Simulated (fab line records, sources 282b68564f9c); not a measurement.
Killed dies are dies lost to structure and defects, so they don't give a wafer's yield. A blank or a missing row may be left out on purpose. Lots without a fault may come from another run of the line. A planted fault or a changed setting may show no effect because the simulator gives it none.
Which tool did it? | flow rit_cmos | 15 lots, 45 wafers sampled, at 4 steps of a route of 202

WHAT THE GAUGES READ, wafer by wafer
RIT_ACTIVE_CD_MEAS_11: target cd 1400 nm. Usual: cd_nm 1400.4 nm, standard deviation 2.4.
lot  | measured    | on        | cd_nm (nm)           | flag
L717 | day 1 20:25 | cd_sem-02 | 1400.2 1399.8 1401.8 |
L718 | day 2 00:26 | cd_sem-01 | 1394.2 1398.6 1397.8 |
L719 | day 2 05:35 | cd_sem-01 | 1402.8 1402.7 1402.1 |
L720 | day 2 10:51 | cd_sem-01 | 1400.2 1402.2 1403.9 |
L721 | day 2 15:34 | cd_sem-01 | 1402.4 1403.5 1402.1 |
L722 | day 2 20:34 | cd_sem-01 | 1405.1 1404.0 1404.6 |
L723 | day 3 02:40 | cd_sem-02 | 1398.8 1396.9 1400.0 |
L724 | day 3 06:26 | cd_sem-02 | 1397.9 1398.5 1397.8 |
L725 | day 3 13:05 | cd_sem-02 | 1403.0 1399.9 1401.8 |
L731 | day 4 18:31 | cd_sem-02 | 1398.3 1392.9 1396.0 |
L732 | day 4 22:34 | cd_sem-02 | 1399.5 1401.7 1400.5 |
L733 | day 5 03:48 | cd_sem-01 | 1399.1 1399.0 1397.2 |
L734 | day 5 09:11 | cd_sem-01 | 1398.3 1398.5 1397.2 |
L735 | day 5 13:56 | cd_sem-02 | 1401.2 1398.5 1400.3 |
L738 | day 6 05:14 | cd_sem-01 | 1398.2 1394.5 1397.7 |

RIT_M1_THK_MEAS_02: measures by xrf. Usual: M1_AL_THK 410 nm, standard deviation 4.8.
lot  | measured    | on            | M1_AL_THK (nm) | flag
L717 | day 3 12:15 | film_metro-02 | 407 405 414    |
L718 | day 3 17:38 | film_metro-01 | 408 413 411    |
L719 | day 3 19:56 | film_metro-02 | 408 409 409    |
L720 | day 4 04:15 | film_metro-01 | 408 410 407    |
L721 | day 4 08:22 | film_metro-01 | 413 413 413    |
L722 | day 4 17:41 | film_metro-02 | 409 411 410    |
L723 | day 4 18:44 | film_metro-02 | 405 398 404    |
L724 | day 4 23:47 | film_metro-01 | 413 412 420    |
L725 | day 5 02:55 | film_metro-02 | 414 414 419    |
L731 | day 6 12:46 | film_metro-04 | 410 403 409    |
L732 | day 6 14:56 | film_metro-01 | 409 410 409    |
L733 | day 6 20:44 | film_metro-02 | 415 409 407    |
L734 | day 7 04:45 | film_metro-01 | 408 405 403    |
L735 | day 7 07:52 | film_metro-04 | 412 412 413    |
L738 | day 8 00:20 | film_metro-02 | 405 407 411    |

RIT_M1_CD_MEAS_09: target cd 2600 nm. Usual: cd_nm 2600.7 nm, standard deviation 2.1.
lot  | measured    | on        | cd_nm (nm)           | flag
L717 | day 3 13:23 | cd_sem-01 | 2601.7 2601.3 2599.8 |
L718 | day 3 18:35 | cd_sem-01 | 2601.8 2600.5 2599.6 |
L719 | day 3 20:53 | cd_sem-02 | 2601.6 2601.2 2601.1 |
L720 | day 4 05:19 | cd_sem-01 | 2600.1 2600.4 2599.2 |
L721 | day 4 09:26 | cd_sem-02 | 2602.5 2600.2 2597.0 |
L722 | day 4 18:38 | cd_sem-02 | 2598.5 2598.9 2598.9 |
L723 | day 4 19:55 | cd_sem-02 | 2598.9 2600.0 2598.8 |
L724 | day 5 00:56 | cd_sem-01 | 2600.6 2600.0 2601.9 |
L725 | day 5 04:08 | cd_sem-02 | 2596.1 2598.7 2599.4 |
L731 | day 6 13:44 | cd_sem-02 | 2597.4 2597.4 2598.1 |
L732 | day 6 15:53 | cd_sem-02 | 2597.9 2599.6 2599.3 |
L733 | day 6 21:48 | cd_sem-01 | 2604.4 2604.1 2604.5 |
L734 | day 7 05:42 | cd_sem-02 | 2597.5 2597.0 2598.8 |
L735 | day 7 08:48 | cd_sem-01 | 2602.6 2599.4 2600.3 |
L738 | day 8 01:25 | cd_sem-01 | 2598.1 2599.1 2597.8 |

WHICH TOOL RAN EACH LOT (tool, then ch and the chambers of the sampled wafers, then the start)
lot  | RIT_NSD_EXPOSE_03
L717 | iline_stepper-02 ch 0, day 3 05:37
L718 | iline_stepper-01 ch 0, day 3 10:48
L719 | iline_stepper-02 ch 0, day 3 13:28
L720 | iline_stepper-02 ch 0, day 3 21:32
L721 | iline_stepper-02 ch 0, day 4 01:46
L722 | iline_stepper-02, day 4 10:52
L723 | iline_stepper-01, day 4 12:08
L724 | iline_stepper-01, day 4 16:52
L725 | iline_stepper-01 ch 0, day 4 20:21
L731 | iline_stepper-01 ch 0, day 6 05:56
L732 | iline_stepper-02 ch 0, day 6 08:17
L733 | iline_stepper-02 ch 0, day 6 14:02
L734 | iline_stepper-01 ch 0, day 6 22:15
L735 | iline_stepper-01 ch 0, day 7 01:16
L738 | iline_stepper-02 ch 0, day 7 17:51
- RIT_NSD_EXPOSE_03: exposes mask M9, target cd 40700 nm.

WHAT THE TOOLS THEMSELVES READ (means of the sampled wafers that have a number; where no wafer has one, the mark that the record gives instead)
RIT_NSD_EXPOSE_03. Usual: exposure_dose_mJ_cm2 250.04, standard deviation 0.24; focus_offset_nm -0.1 nm, standard deviation 0.47.
lot  | tool             | exposure_dose_mJ_cm2 | focus_offset_nm (nm) | flag
L717 | iline_stepper-02 | 249.87               | 0.2                  |
L718 | iline_stepper-01 | 249.98               | -0.2                 |
L719 | iline_stepper-02 | 250.53               | -0.3                 |
L720 | iline_stepper-02 | 249.88               | 0.6                  |
L721 | iline_stepper-02 | 249.81               | -0.1                 |
L722 | iline_stepper-02 | -                    | -                    | OFF
L723 | iline_stepper-01 | -                    | -                    | OFF
L724 | iline_stepper-01 | -                    | -                    | OFF
L725 | iline_stepper-01 | 250.25               | -0.4                 |
L731 | iline_stepper-01 | 250.06               | -0.4                 |
L732 | iline_stepper-02 | 249.87               | -0.3                 |
L733 | iline_stepper-02 | 250.10               | -0.4                 |
L734 | iline_stepper-01 | 250.22               | 0.3                  |
L735 | iline_stepper-01 | 249.62               | -0.1                 |
L738 | iline_stepper-02 | 250.03               | -0.1                 |

THE ANSWER, worked out from the rows above alone
Rule: a lot is off if the mean of its wafers that have a number lies more than 3 standard deviations from the usual mean. A lot without any number at a reading at which 4 lots or more have one is off too. The other lots that the step has rows for count as sound. The gauges are gone through in route order, then the tools' own readings, and for those a lot's mean is taken as printed above. The first step at which some lot is off is used, and at that step the reading that is off furthest; a lot without a number counts as furthest.
Off: L722, L723, L724, at RIT_NSD_EXPOSE_03 (exposure_dose_mJ_cm2). Without a number there: L722, L723, L724.
A tool fits if, at that step or a process step before it, it ran every lot that is off, and no sound lot after the first of them. None of those tried fits.

WHAT THE SIMULATOR HAD PUT IN
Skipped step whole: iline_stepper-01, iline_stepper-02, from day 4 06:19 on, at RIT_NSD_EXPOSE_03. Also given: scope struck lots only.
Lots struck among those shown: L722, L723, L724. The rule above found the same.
